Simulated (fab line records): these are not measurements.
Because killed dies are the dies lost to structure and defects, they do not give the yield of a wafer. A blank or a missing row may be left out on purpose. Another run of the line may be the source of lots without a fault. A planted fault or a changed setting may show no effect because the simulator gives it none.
One fault seen from 2 desks / flow rit_cmos / what lay behind the numbers comes last; until then each desk has only its own

## THE METROLOGY DESK
What the gauges read for every lot (on any tool): the sampled wafers with a number, averaged. If a lot's mean is further than 4 standard deviations from the usual mean, the lot is out of limits and carries the mark OUT (the distance appears in the brackets).
Columns: A = NSD_TW at RIT_NSD_TW_MEAS_10, usual 3172; B = NSD_RS at RIT_SDANNEAL_RS_MEAS_05, usual 84.5 ohm/sq
lot=L482; first seen here=day 2 22:29; A=3154; B=84.2
lot=L485; first seen here=day 3 14:25; A=3151; B=84.7
lot=L486; first seen here=day 3 18:59; A=3194; B=84.3
lot=L487; first seen here=day 3 23:48; A=3200; B=84.2
lot=L488; first seen here=day 4 06:13; A=3165; B=84.6
lot=L489; first seen here=day 4 11:26; A=3179; B=84.4
lot=L491; first seen here=day 4 22:10; A=3164; B=84.5
lot=L493; first seen here=day 5 08:36; A=3169; B=84.8
lot=L494; first seen here=day 5 13:44; A=3129; B=84.6
lot=L495; first seen here=day 5 22:25; A=3181; B=84.5
lot=L500; first seen here=day 7 05:07; A=3205; B=78.5 (-18) OUT
lot=L501; first seen here=day 7 08:44; A=3259 (+4.2) OUT; B=78.8 (-17) OUT
lot=L502; first seen here=day 7 10:41; A=3262 (+4.3) OUT; B=78.1 (-19) OUT
lot=L504; first seen here=day 7 20:28; A=3188; B=84.5
lot=L505; first seen here=day 8 00:23; A=3155; B=84.8
Per this desk, out of limits: L500, L501, L502; the first was L500, day 7 07:16 (NSD_RS at RIT_SDANNEAL_RS_MEAS_05). L482, L485, L486, L487, L488, L489, L491, L493, L494, L495, L504, L505: within limits.

## FOR THE TOOL OWNER'S DESK: implanter-01
The tool's own readings at RIT_NSD_IMPLANT_08: means of the sampled wafers that have a number, for each lot that ran on this tool. If a lot's mean is further than 4 standard deviations from the usual mean, the lot is out of limits and carries the mark OUT (the distance appears in the brackets).
Columns: A = beam_on_s at RIT_NSD_IMPLANT_08, usual 10.01 s; B = dose_ions_cm2 at RIT_NSD_IMPLANT_08, usual 1e+15; C = faraday_current_uA at RIT_NSD_IMPLANT_08, usual 3130
lot=L482; first seen here=day 2 22:11; A=10.03; B=1e+15; C=3127
lot=L487; first seen here=day 3 23:29; A=9.90; B=1e+15; C=3165
lot=L494; first seen here=day 5 13:25; A=9.94; B=1e+15; C=3135
lot=L500; first seen here=day 7 04:48; A=9.98; B=1e+15 (+88) OUT; C=3439 (+5.2) OUT
lot=L501; first seen here=day 7 08:25; A=9.81; B=1e+15 (+89) OUT; C=3490 (+6.1) OUT
lot=L502; first seen here=day 7 10:24; A=9.87; B=1e+15 (+88) OUT; C=3489 (+6.1) OUT
This desk's verdict: out of limits on L500, L501, L502, starting with L500 at day 7 04:48 (dose_ions_cm2 at RIT_NSD_IMPLANT_08). L482, L487, L494: within limits.

## BROUGHT TOGETHER
The tool owner's desk could have raised an alarm at day 7 04:48, on L500, L501, L502.
At day 7 07:16 the metrology desk could have sounded an alarm, on L500, L501, L502.
The lots listed all ran RIT_NSD_IMPLANT_08 on implanter-01.

## WHAT HAD BEEN PUT IN BY THE SIMULATOR
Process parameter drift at RIT_NSD_IMPLANT_08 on implanter-01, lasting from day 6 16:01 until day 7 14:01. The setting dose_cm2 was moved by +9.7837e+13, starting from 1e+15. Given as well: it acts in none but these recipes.
Lots struck among those shown: L500, L501, L502.
Time in hours from fault onset to the first out-of-limits reading at each desk: tool owner's desk 13, metrology desk 15.
